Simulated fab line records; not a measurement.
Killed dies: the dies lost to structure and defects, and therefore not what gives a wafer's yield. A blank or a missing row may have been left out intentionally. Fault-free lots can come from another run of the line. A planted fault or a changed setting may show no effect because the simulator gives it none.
The same fault as seen by 2 desks ; flow berkeley cmos170 ; what lay behind the numbers comes last; until then each desk has only its own

METROLOGY DESK
What the gauges read for every lot (on any tool): the sampled wafers with a number, averaged. The brackets show how far a lot's mean lies from the usual mean; more than 4 standard deviations puts the lot out of limits, marked OUT.
Columns: A = V1_OVL at UCB170_V1_OVL_MEAS_13, usual 0 nm; B = M2_AL_RS at UCB170_M2_RS_MEAS_02, usual 0.0323 ohm/sq; C = M2_AL_THK at UCB170_M2_THK_MEAS_03, usual 892 nm
lot;first seen here;A;B;C
L807;day 9 02:14;6;0.0322;883
L808;day 9 09:47;-2;0.0323;884
L809;day 9 11:01;-7;0.0324;899
L810;day 9 22:44;11;0.0328;871
L814;day 10 11:31;-7;0.0322;899
L812;day 10 11:33;3;0.0322;896
L815;day 10 13:08;-9;0.0326;887
L813;day 10 13:25;-3;0.0319;905
L816;day 10 20:43;4;0.0391 (+20) OUT;757 (-11) OUT
L817;day 11 00:09;-0;0.0326;883
L819;day 11 08:52;-3;0.0319;900
L825;day 12 01:20;0;0.0327;877
L827;day 13 02:30;-2;0.0327;875
This desk's result: L816 out of limits, first on L816 (M2_AL_RS at UCB170_M2_RS_MEAS_02), day 10 21:18. L807, L808, L809, L810, L814, L812, L815, L813, L817, L819, L825, L827 stayed within limits.

AT THE TOOL OWNER'S DESK: pvd sputter-01
The tool's own readings at UCB170_M2_SPUTTER_01 (material Al, target thk 900 nm, time 120 s): means of the sampled wafers that have a number, for each lot that ran on this tool. The brackets show how far a lot's mean lies from the usual mean; more than 4 standard deviations puts the lot out of limits, marked OUT.
Columns: A = throttle valve pct at UCB170_M2_SPUTTER_01, usual 29.6 %
lot;first seen here;A
L814;day 10 12:01;30.0
L813;day 10 13:55;30.0
L816;day 10 21:13;29.7
This desk's verdict: no lot among the 3 shows anything out of limits.

PUT TOGETHER
An alarm was possible from the metrology desk at day 10 21:18, on L816.
The desk of the tool owner found nothing out of limits.
The tool owner's desk has L816 on record, within its limits.
UCB170_M2_SPUTTER_01 was run on pvd sputter-01 by each of the lots named.

WHAT THE SIMULATOR HAD INSERTED
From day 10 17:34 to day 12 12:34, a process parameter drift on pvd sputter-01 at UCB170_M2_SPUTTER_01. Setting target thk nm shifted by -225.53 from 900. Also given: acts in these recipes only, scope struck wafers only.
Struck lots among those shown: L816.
Delay in hours, fault start to first out-of-limits reading, per desk: metrology desk 4.
